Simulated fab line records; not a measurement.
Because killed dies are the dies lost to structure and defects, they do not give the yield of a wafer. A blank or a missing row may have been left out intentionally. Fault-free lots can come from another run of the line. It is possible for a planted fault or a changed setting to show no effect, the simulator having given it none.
Problem report in the 8D (eight disciplines) form, filled by code || flow rit_cmos || the parts of the form that need people (team, actions taken, sign-off) are left out

## 1. THE PROBLEM
At RIT_ACTIVE_ETCH_13, rf_fwd_power_W averages 104.7 W over 9 wafers from 3 lots, while fault-free wafers read 124.6 W, standard deviation 0.4. That puts it -50 standard deviations away from the usual mean.
The step: etches Si3N4 in SF6, stops on SiO2, time 210 s, target depth 210 nm.
Seen first at day 3 16:50 on rie_diel-01, wafer L508.2. At this step, 21 wafers from 7 lots have a number in the record. Rule for "out" (also "out of limits"): further than 4 standard deviations from the usual mean. The other wafers with a number count as sound.

## 2. WHAT IT IS; WHAT IT IS NOT
{"question": "which readings at this step", "is": "rf_fwd_power_W", "is not": "drypump_motor_current_A, oes_product_au"}
{"question": "which lots", "is": "L508, L509, L512", "is not": "L499, L501, L518, L521"}
{"question": "which wafers of those lots", "is": "all that have a number", "is not": "-"}
{"question": "read on which tools", "is": "rie_diel-01", "is not": "rie_diel-03"}
{"question": "when", "is": "from day 3 16:50", "is not": "up to then (6 sound wafers); but 6 sound wafers of L518, L521 came after"}

## 3. WHAT RULES OUT EACH SUSPECT
Counting: any tool at a process step up to the reading is kept as a suspect provided that every lot that is out went through it and no sound lot did after the first of them.
- rie_diel-01 at RIT_ACTIVE_ETCH_13 (etches Si3N4 in SF6, stops on SiO2, time 210 s, target depth 210 nm): kept. It processed each lot that is out, first L508 at day 3 16:50, and no sound lot thereafter; up to then, the last sound lot it processed was L499 at day 1 19:50. Its own rf_fwd_power_W readings are out on those wafers.
Remaining after the count: rie_diel-01 at RIT_ACTIVE_ETCH_13.

## 4. THE CAUSE (what the simulator had put in)
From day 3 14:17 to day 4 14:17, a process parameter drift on rie_diel-01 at RIT_ACTIVE_ETCH_13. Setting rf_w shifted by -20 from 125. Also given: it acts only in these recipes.
This tool alone remained once counting was done.

## 5. SEQUENCE OF EFFECTS, ordered by route
Each row: a reading where the mean over the struck wafers with a number is more than 3 standard deviations away from the usual. Scope: only readings with a usual standard deviation given in the record; hours: median across lots of the time from each lot's start at the first step in this table that gives one to its start at this step; sigmas: change in usual standard deviations.
{"hours": 0, "step": "RIT_ACTIVE_ETCH_13", "reading": "rf_fwd_power_W", "usual": "124.6 W", "on struck wafers": 104.7, "change": -19.9, "sigmas": -50}
Process steps it contains:
- RIT_ACTIVE_ETCH_13: etches Si3N4 in SF6, stops on SiO2, time 210 s, target depth 210 nm.

## 6. HOW IT WOULD HAVE BEEN CAUGHT EARLIER
The fault began at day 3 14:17; the first out-of-limits reading in this record came at day 3 16:50, 3 hours later.
